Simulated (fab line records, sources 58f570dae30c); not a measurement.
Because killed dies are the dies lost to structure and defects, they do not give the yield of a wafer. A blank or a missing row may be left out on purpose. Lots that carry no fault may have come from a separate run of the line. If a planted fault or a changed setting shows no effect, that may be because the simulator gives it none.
Which tool did it? | flow berkeley-cmos170 | 14 lots, 42 wafers sampled, at 2 steps of a route of 331

## WHAT THE GAUGES READ, wafer by wafer
UCB170_NLDD_TW_MEAS_11.
lot  | measured     | on            | NLDD_TW
L197 | day 7 03:28  | film-metro-02 | 2226 2210 2228
L196 | day 7 12:14  | film-metro-03 | 2210 2201 2201
L198 | day 7 12:20  | film-metro-02 | 2216 2227 2204
L200 | day 8 09:19  | film-metro-03 | 2207 2202 2194
L201 | day 9 06:16  | film-metro-03 | 2203 2205 2209
L206 | day 9 12:32  | film-metro-03 | 30 30 30
L209 | day 10 10:23 | film-metro-03 | 30 30 30
L210 | day 10 19:58 | film-metro-01 | 2205 2192 2210
L212 | day 11 06:31 | film-metro-02 | 2202 2198 2222
L211 | day 11 06:42 | film-metro-01 | 2211 2209 2214
L216 | day 11 19:01 | film-metro-03 | 2214 2214 2208
L215 | day 11 19:05 | film-metro-02 | 2215 2200 2225
L214 | day 11 20:16 | film-metro-03 | 2204 2213 2210
L218 | day 12 02:10 | film-metro-03 | 2202 2203 2199

## EACH LOT AND THE TOOL THAT RAN IT (in order: tool; ch and the chambers of the sampled wafers; start)
lot  | UCB170_NLDD_DEVELOP_05
L197 | litho-track-02 ch 0, day 7 02:00
L196 | litho-track-02 ch 0, day 7 11:00
L198 | litho-track-04 ch 0, day 7 11:00
L200 | litho-track-03 ch 0, day 8 08:00
L201 | litho-track-04 ch 0, day 9 05:00
L206 | litho-track-02 ch 0, day 9 11:00
L209 | litho-track-02 ch 0, day 10 09:00
L210 | litho-track-04 ch 0, day 10 19:00
L212 | litho-track-03 ch 0, day 11 05:00
L211 | litho-track-04 ch 0, day 11 06:00
L216 | litho-track-04 ch 0, day 11 18:00
L215 | litho-track-03 ch 0, day 11 18:00
L214 | litho-track-04 ch 0, day 11 19:00
L218 | litho-track-03 ch 0, day 12 01:00
- UCB170_NLDD_DEVELOP_05: develop time 45 s.

## WHAT THE TOOLS THEMSELVES READ (means of the sampled wafers that have a number; where no wafer has one, the mark that the record gives instead)
The record holds no such reading with a usual standard deviation.

## THE ANSWER, worked out from the rows above alone
Rule: usual is defined by the lots themselves. Put in order of their means at a reading, lots are off if they are a third of the lots or fewer, leave a main group of 4 or more, and stand apart from it by a gap of 3 or more times the standard deviation of the main group's means; of several such gaps the widest counts. Not used: any main group whose means are identical at the precision the tables above print for the reading. Also off: a lot with no number at a reading for which 4 or more lots have one. The other lots that the step has rows for count as sound. Order of review: gauges by route order, followed by the tools' own readings, for which a lot's mean as printed above is used. The first step at which some lot is off is used, and at that step the reading that is off furthest; a lot without a number counts as furthest.
Off: at UCB170_NLDD_TW_MEAS_11 (NLDD_TW), L206, L209. Main group: mean 2209, sd 6.
If a tool, at a process step before that reading, ran all the lots that are off and no sound lot after the first of them, it fits. Gauges at UCB170_NLDD_TW_MEAS_11: tried the same way as those tools. One candidate fits, namely litho-track-02 at UCB170_NLDD_DEVELOP_05. Its last sound lot is L196 (day 7 11:00), its first lot that is off L206 (day 9 11:00): a fault that began between those two fits.

## WHAT THE SIMULATOR PUT IN
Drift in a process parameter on litho-track-02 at UCB170_NLDD_DEVELOP_05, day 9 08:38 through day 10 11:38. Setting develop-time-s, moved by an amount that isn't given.
Lots struck among those shown: L206, L209. The rule given above showed the same thing.
